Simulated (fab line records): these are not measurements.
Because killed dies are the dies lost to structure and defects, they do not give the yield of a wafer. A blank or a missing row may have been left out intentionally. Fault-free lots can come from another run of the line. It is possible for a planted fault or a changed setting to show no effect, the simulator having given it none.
Which tool did it?	flow rit cmos	14 lots, 42 wafers sampled, at 3 steps of a route of 202

== WHAT THE GAUGES READ, wafer by wafer ==
RIT_NLDD_TW_MEAS_10.
lot	measured	on	NLDD_TW
L141	day 2 20:00	film metro-03	2524 2522 2515
L142	day 3 01:53	film metro-03	2513 2512 2522
L143	day 3 05:40	film metro-01	2483 2503 2494
L144	day 3 10:26	film metro-01	2506 2495 2487
L146	day 3 22:26	film metro-01	2492 2494 2479
L148	day 4 07:40	film metro-02	2441 2455 2445
L150	day 4 20:21	film metro-01	2486 2486 2499
L151	day 5 03:59	film metro-03	2514 2528 2521
L153	day 5 16:34	film metro-01	2469 2467 2469
L156	day 6 08:02	film metro-03	2506 2496 2483
L157	day 6 11:36	film metro-03	2501 2491 2495
L161	day 7 04:55	film metro-03	2726 2729 2731
L162	day 7 13:21	film metro-03	2499 2498 2483
L163	day 7 17:52	film metro-03	2726 2714 2710

RIT_SDANNEAL_RS_MEAS_07: the measuring method here is four-point-probe.
lot	measured	on	NLDD_RS (ohm/sq)
L141	day 3 03:44	film metro-03	150.9 151.3 151.4
L142	day 3 09:43	film metro-03	151.2 150.7 151.0
L143	day 3 13:38	film metro-02	151.3 151.5 151.7
L144	day 3 19:32	film metro-03	151.2 151.8 151.5
L146	day 4 06:53	film metro-03	151.6 151.3 151.0
L148	day 4 15:26	film metro-02	152.6 152.1 151.7
L150	day 5 04:05	film metro-02	151.2 151.6 151.7
L151	day 5 12:05	film metro-02	151.3 151.7 151.5
L153	day 6 00:31	film metro-02	152.2 152.1 152.0
L156	day 6 16:59	film metro-03	152.1 151.5 152.1
L157	day 6 19:29	film metro-03	150.5 151.1 150.7
L161	day 7 12:51	film metro-03	114.4 113.6 113.8
L162	day 7 21:29	film metro-03	151.8 152.0 151.6
L163	day 8 03:11	film metro-01	113.9 114.1 113.9

== TOOL THAT RAN EACH LOT (tool first, then ch and the chambers of the sampled wafers, then the start) ==
lot	RIT_NLDD_IMPLANT_08
L141	implanter-01 ch 0, day 2 19:40
L142	implanter-04 ch 0, day 3 01:34
L143	implanter-01 ch 0, day 3 05:20
L144	implanter-04 ch 0, day 3 10:07
L146	implanter-04 ch 0, day 3 22:08
L148	implanter-04 ch 0, day 4 07:21
L150	implanter-02 ch 0, day 4 20:01
L151	implanter-02 ch 0, day 5 03:40
L153	implanter-01 ch 0, day 5 16:14
L156	implanter-01 ch 0, day 6 07:44
L157	implanter-01 ch 0, day 6 11:17
L161	implanter-01 ch 0, day 7 04:37
L162	implanter-02 ch 0, day 7 13:04
L163	implanter-01 ch 0, day 7 17:32
- RIT_NLDD_IMPLANT_08

== AS READ BY THE TOOLS THEMSELVES (means over the sampled wafers that have a number; for cases with no such wafer, the mark the record gives instead) ==
RIT_NLDD_IMPLANT_08.
lot	tool	beam energy keV	beam on s (s)	dose ions cm2	end station pressure torr (Torr)	faraday current uA
L141	implanter-01	19.996	10.00	5e+14	6.2e-06	1574
L142	implanter-04	19.998	9.99	5e+14	6.1e-06	1572
L143	implanter-01	19.991	9.93	5e+14	6.3e-06	1585
L144	implanter-04	19.997	10.07	5e+14	6.0e-06	1565
L146	implanter-04	20.004	10.17	5e+14	6.4e-06	1546
L148	implanter-04	19.998	9.77	5e+14	6.5e-06	1609
L150	implanter-02	19.998	9.95	5e+14	6.3e-06	1579
L151	implanter-02	20.000	9.98	5e+14	6.6e-06	1574
L153	implanter-01	20.000	9.90	5e+14	6.2e-06	1589
L156	implanter-01	20.000	10.34	5e+14	6.4e-06	1515
L157	implanter-01	20.006	10.00	5e+14	6.3e-06	1571
L161	implanter-01	20.004	9.90	7e+14	7.0e-06	2250
L162	implanter-02	20.001	10.04	5e+14	6.3e-06	1569
L163	implanter-01	20.003	9.95	7e+14	7.0e-06	2237

== THE ANSWER, worked out from the rows above alone ==
Rule: the usual values come from the lots themselves. The widest of any qualifying gaps counts: lots, ordered by their means at a reading, are off when they make up no more than a third of the lots, leave a main group of 4 or more, and stand apart from it by 3 or more times the standard deviation of that group's means. A main group is skipped when, at the precision printed for the reading in the tables above, its means are all equal. A lot without any number at a reading at which 4 lots or more have one is off too. Any other lot the step has rows for is counted as sound. The gauges are gone through in route order, then the tools' own readings, and for those a lot's mean is taken as printed above. The first step at which some lot is off is used, and at that step the reading that is off furthest; a lot without a number counts as furthest.
Off: L161, L163, at RIT_NLDD_TW_MEAS_10 (NLDD_TW). Main group: mean 2494, sd 20.
If a tool, at a process step before that reading, ran all the lots that are off and no sound lot after the first of them, it fits. The gauges at RIT_NLDD_TW_MEAS_10 aren't tried: what is off there is off at RIT_NLDD_IMPLANT_08 too, on other tools, and a gauge's error can't cause that. One candidate fits, namely implanter-01 at RIT_NLDD_IMPLANT_08. Its last sound lot is L157 (day 6 11:17), its first lot that is off L161 (day 7 04:37): a fault that began between those two fits.
The tool's own readings at RIT_NLDD_IMPLANT_08 bear it out: on the lots that are off they differ by more than 5 times the standard deviation of the sound lots' means. dose ions cm2 reads 7e+14 there against 5e+14 on the sound lots; faraday current uA reads 2244 there against 1571 on the sound lots.

== WHAT THE SIMULATOR HAD INSERTED ==
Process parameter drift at RIT_NLDD_IMPLANT_08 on implanter-01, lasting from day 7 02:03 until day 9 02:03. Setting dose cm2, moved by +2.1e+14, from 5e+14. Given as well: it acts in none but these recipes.
Struck lots among those shown: L161, L163. The rule given above showed the same thing.
